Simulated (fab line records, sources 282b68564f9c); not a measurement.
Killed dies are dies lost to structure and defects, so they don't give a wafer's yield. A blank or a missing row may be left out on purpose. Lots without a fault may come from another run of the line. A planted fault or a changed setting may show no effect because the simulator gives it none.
Tool commonality check | flow rit_cmos | 14 lots, 48 wafers sampled

WHY IT WAS OPENED
At RIT_NRETRO_TW_MEAS_10 the reading NRETRO_TW is flagged on 2 of 14 lots. Wafers without a fault read 1060, standard deviation 6.4.
Rule: a lot is flagged when every wafer of it that has a number lies more than 4 standard deviations from that mean, or none has a number. The other lots count as sound.

lot  | measured    | on            | NRETRO_TW, wafer by wafer | flag
L668 | day 2 12:02 | film_metro-01 | 1052 1051 1054            |
L669 | day 2 20:33 | film_metro-04 | 1054 1059 1059            |
L671 | day 3 04:25 | film_metro-01 | 1057 1059 1050            |
L672 | day 3 10:18 | film_metro-02 | 1067 1064 1063            |
L673 | day 3 18:14 | film_metro-04 | 1071 1066 1061            |
L674 | day 3 22:47 | film_metro-02 | 1056 1065 1056            |
L675 | day 3 23:19 | film_metro-02 | 1059 1054 1054            |
L676 | day 4 06:17 | film_metro-02 | 1059 1066 1067            |
L679 | day 4 19:19 | film_metro-01 | 1060 1054 1055            |
L680 | day 5 04:26 | film_metro-01 | 234 232 232 235 231 235   | FLAGGED
L681 | day 5 07:15 | film_metro-04 | 223 228 229 223 226 229   | FLAGGED
L687 | day 6 12:20 | film_metro-01 | 1062 1063 1065            |
L689 | day 6 22:55 | film_metro-02 | 1057 1058 1057            |
L690 | day 7 05:26 | film_metro-02 | 1061 1059 1064            |
The numbers of the flagged lots are 230 on average: -830 against the usual, or -99 or more standard deviations.

WHICH TOOL RAN EACH LOT
The record holds 1 process step before the reading, out of a route of 202 steps. In each cell: the tool, then ch and the chambers that the sampled wafers went through, then the start.
lot  | flag    | RIT_NRETRO_DEVELOP_05
L668 |         | litho_track-04 ch 0, day 2 11:00
L669 |         | litho_track-04 ch 0, day 2 19:00
L671 |         | litho_track-04 ch 0, day 3 03:00
L672 |         | litho_track-04 ch 0, day 3 09:00
L673 |         | litho_track-04 ch 0, day 3 17:00
L674 |         | litho_track-02 ch 0, day 3 22:00
L675 |         | litho_track-03 ch 0, day 3 22:00
L676 |         | litho_track-03 ch 0, day 4 05:00
L679 |         | litho_track-03 ch 0, day 4 18:00
L680 | FLAGGED | litho_track-03 ch 0, day 5 03:00
L681 | FLAGGED | litho_track-03 ch 0, day 5 06:00
L687 |         | litho_track-04 ch 0, day 6 11:00
L689 |         | litho_track-02 ch 0, day 6 22:00
L690 |         | litho_track-04 ch 0, day 7 04:00
What these steps do:
- RIT_NRETRO_DEVELOP_05: develop time 68 s.
- RIT_NRETRO_TW_MEAS_10

FLAGGED OVER TOTAL, TOOL BY TOOL (the gauges that took the reading come last)
step                  | tool           | lots run | flagged | share of the flagged lots | sound lots run after its first flagged lot
RIT_NRETRO_DEVELOP_05 | litho_track-02 | 2        | 0       | none                      | -
RIT_NRETRO_DEVELOP_05 | litho_track-03 | 5        | 2       | all                       | 0
RIT_NRETRO_DEVELOP_05 | litho_track-04 | 7        | 0       | none                      | -
RIT_NRETRO_TW_MEAS_10 | film_metro-01  | 5        | 1       | some                      | 1 (L687)
RIT_NRETRO_TW_MEAS_10 | film_metro-02  | 6        | 0       | none                      | -
RIT_NRETRO_TW_MEAS_10 | film_metro-04  | 3        | 1       | some                      | 0

WHAT THE TABLE ALLOWS
1 row of the table ran every flagged lot: litho_track-03 at RIT_NRETRO_DEVELOP_05.
- litho_track-03 at RIT_NRETRO_DEVELOP_05: 2 of its 5 lots flagged. Its last sound lot is L679 (day 4 18:00), its first flagged lot L680 (day 5 03:00): a fault that began between those two fits.
One tool is left: litho_track-03 at RIT_NRETRO_DEVELOP_05.

WHAT THE SIMULATOR HAD PUT IN
Process parameter drift: litho_track-03, from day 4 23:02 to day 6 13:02, at RIT_NRETRO_DEVELOP_05. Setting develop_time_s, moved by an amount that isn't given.
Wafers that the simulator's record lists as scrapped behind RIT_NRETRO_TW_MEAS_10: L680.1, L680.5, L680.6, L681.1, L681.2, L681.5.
Lots struck among those shown: L680, L681. The rule above found the same.
